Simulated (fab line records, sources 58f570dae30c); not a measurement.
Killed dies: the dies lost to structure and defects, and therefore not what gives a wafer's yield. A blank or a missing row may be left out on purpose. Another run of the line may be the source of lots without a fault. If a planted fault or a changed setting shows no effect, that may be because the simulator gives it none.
Problem report, 8D (eight disciplines) form, completed by code	flow berkeley cmos170	the parts of the form that need people (team, actions taken, sign-off) are left out

== 1. THE PROBLEM ==
PLDD_OVL at UCB170_PLDD_OVL_MEAS_07 reads a mean of 319 nm on 6 wafers of 2 lots; wafers without a fault read -1 nm with a standard deviation of 7. That is +46 standard deviations from the usual mean.
Earliest sighting: wafer L963.2 on overlay-02 at day 9 12:18. At this step, 36 wafers from 12 lots have a number in the record. Rule for "out", or "out of limits": more than 4 standard deviations from the usual mean. Any other wafer with a number is counted as sound.

== 2. WHAT IT IS, AND WHAT IT ISN'T ==
question	is	is not
which readings at this step	PLDD_OVL	-
which lots	L962, L963	L951, L952, L953, L954, L955, L965, L966, L968, L970, L973
which wafers of those lots	all that have a number	-
read on which gauges	overlay-02	overlay-01
when	from day 9 12:18	up to then (21 sound wafers); but 9 sound wafers of L968, L970, L973 came after

== 3. SUSPECTS, AND WHAT RULES EACH OUT ==
Counting: a tool at any process step up to the reading remains a suspect when it ran all the lots that are out and ran no sound lot after the first of those.
- the gauge at UCB170_PLDD_OVL_MEAS_07: kept. All the wafers that are out were read on overlay-02, and no step on other tools shows them out.
- plasma asher-02 at UCB170_PVT_STRIP_08 (strips in O2): ruled out as a lasting fault. The sound lots L968, L970, L973 went through it after L963, its earliest lot that is out (day 8 10:01).
- krf scanner-01 at UCB170_PLDD_EXPOSE_03 (exposes mask PSELECT, target cd 1200 nm): kept. Every lot that is out went through it, starting with L963 (day 9 11:30), and after that it ran no sound lot; the last sound lot it ran before then is L954 (day 7 02:13).
Remaining after the count are krf scanner-01 at UCB170_PLDD_EXPOSE_03 and overlay-02 at UCB170_PLDD_OVL_MEAS_07.

== 4. THE CAUSE (what the simulator had put in) ==
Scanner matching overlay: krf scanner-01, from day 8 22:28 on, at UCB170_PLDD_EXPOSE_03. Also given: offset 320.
2 suspects survive the count, and this tool is in that group.

== 5. SEQUENCE OF EFFECTS, ordered by route ==
Rows list readings where the struck wafers' mean (over those with a number) sits beyond 3 standard deviations from the usual. Scope: only readings with a usual standard deviation given in the record; hours: median across lots of the time from each lot's start at the first step in this table that gives one to its start at this step; sigmas: change in usual standard deviations.
hours	step	reading	usual	on struck wafers	change	sigmas
0	UCB170_PLDD_OVL_MEAS_07	PLDD_OVL	-1 nm	319	+320	+46

== 6. HOW IT WOULD HAVE BEEN CAUGHT EARLIER ==
In this record the first reading out of limits at a measuring or inspecting step was taken at day 9 12:18, 14 hours after the fault began at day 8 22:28.
Tool readings at UCB170_PLDD_EXPOSE_03 with a usual standard deviation given in the record: none out on any struck wafer, hence no alarm at a limit of 4 standard deviations on them.
L962, from the lots that are out (2), started UCB170_PLDD_EXPOSE_03 on krf scanner-01 later than day 9 12:18. A tool hold placed at that time would have kept it from harm.
